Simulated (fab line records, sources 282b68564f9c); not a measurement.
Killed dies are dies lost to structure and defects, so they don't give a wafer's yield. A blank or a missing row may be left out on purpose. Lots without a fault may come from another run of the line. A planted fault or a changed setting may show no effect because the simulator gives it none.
A struck lot beside a sound one | flow rit_cmos | 19 steps out of a route of 202
Sound: wafers L769.1, L769.3, L769.4. Struck: wafers L780.1, L780.2, L780.6. The cause comes at the end.
At each step with rows: each side's tool, then ch and its chambers, then its first start. Under that, the readings that differ: sound wafers | struck wafers | difference of the means | sigmas: that difference in standard deviations of wafers without a fault.
alike: readings whose means differ by less than 2 such deviations, and words and numbers that are the same on both sides. not compared: withheld readings, readings that some wafer has no value for, bounds like >300 that may hide the same value, and numbers for which the record gives no deviation and whose values overlap.
The two part at a step that has a row with sigmas, a row that says differs or no value, or rows on one side only. Numbers that don't overlap but have no deviation are shown without sigmas and don't part them. A reading that every wafer of one side lacks parts them only if that side has two wafers or more.

first, 3 steps without rows for these wafers: RIT_GATE_CLEAN_02 (cleans in dHF, time 30 s); RIT_GATE_CLEAN_03 (cleans in SC2, time 600 s); RIT_GATE_CLEAN_04 (cleans in dHF, time 60 s).
RIT_FOX2_THK_MEAS_91:
  sound on film_metro-02, day 2 13:52; struck on film_metro-02, day 4 23:47
  alike: FIELD_OXIDE_LEFT_2_THK
then, 2 steps without rows for these wafers: RIT_GATE_OXIDATION_05 (target thk 3 nm, ox time 270 s); RIT_GATE_ANNEAL_06 (time 600 s).
RIT_GATE_THK_MEAS_07:
  sound on film_metro-04, day 2 16:41; struck on film_metro-04, day 5 01:11
  alike: GATE_OXIDE_THK
then, 1 step without rows for these wafers: RIT_GATE_CVD_08 (deposits poly-Si from SiH4, target thk 250 nm, time 2220 s).
RIT_GATE_THK_MEAS_09:
  sound on film_metro-01, day 2 18:22; struck on film_metro-04, day 5 03:40
  alike: GATE_POLY_THK
then, 3 steps without rows for these wafers: RIT_GATE_HMDS_10 (prime time 60 s); RIT_GATE_COAT_11 (resist thk 850 nm); RIT_GATE_SOFTBAKE_12 (time 60 s).
RIT_GATE_EXPOSE_13: exposes mask M6, target cd 150 nm.
  sound on iline_stepper-02 ch 0, day 2 18:53; struck on iline_stepper-01 ch 0, day 5 04:18
  reading                      | sound                   | struck            | difference | sigmas
  model.GATE.overlay_x_nm (nm) | -0.6525 -0.6525 -0.6525 | 239.2 239.2 239.2 | +239.9     |
  alike: mask, focus_offset_nm
then, 2 steps without rows for these wafers: RIT_GATE_PEB_14; RIT_GATE_DEVELOP_15 (develop time 50 s).
RIT_GATE_CD_MEAS_16: target cd 150 nm.
  sound on cd_sem-01, day 2 19:17; struck on cd_sem-02, day 5 04:42
  alike: cd_nm
RIT_GATE_OVL_MEAS_17:
  sound on overlay-01, day 2 19:24; struck on overlay-02, day 5 04:49
  reading       | sound        | struck            | difference | sigmas
  GATE_OVL (nm) | 0.8 -0.4 0.6 | 240.2 239.5 238.7 | +239.1     | +99 or more
then, 1 step without rows for these wafers: RIT_GATE_HARDBAKE_18 (time 60 s).
RIT_M1_PROBE_99:
  sound on prober-02, day 3 16:35; struck on prober-01, day 6 02:34
  reading                                    | sound                | struck               | difference | sigmas
  model.etest.pldd.width_nm (nm)             | 3166 3189 3183       | 3033 3021 3018       | -155       |
  model.etest.nldd.width_nm (nm)             | 3176 3180 3204       | 3022 3015 3041       | -161       |
  model.etest.gate_end_array.leak_log10_a_um | -12.8 -12.77 -13.1   | -5.92 -6.238 -6.233  | +6.76      |
  model.etest.select_edge_diode_n.over_limit | 0 0 0                | 1 1 1                | +1         |
  model.etest.select_edge_diode_p.over_limit | 0 0 0                | 1 1 1                | +1         |
  model.etest.nmos_0p15.junction_log10_a_um  | -13.58 -13.7 -13.66  | -12.98 -12.82 -12.93 | +0.74      |
  model.etest.nmos_narrow.off_log10_a_um     | -13.27 -13.19 -13.23 | -12.83 -12.74 -12.84 | +0.43      |
  model.etest.nmos_0p3.off_log10_a_um        | -13.03 -13.02 -13.24 | -12.79 -12.64 -12.77 | +0.36      |
  alike: killed_at_contacts, killed_at_front_end, killed_dies, killed_open, killed_short

WHERE THEY PART
Only at RIT_GATE_OVL_MEAS_17, within this record. Later steps at which nothing parts them and some readings are alike: RIT_M1_PROBE_99.

WHY: what the simulator had put in
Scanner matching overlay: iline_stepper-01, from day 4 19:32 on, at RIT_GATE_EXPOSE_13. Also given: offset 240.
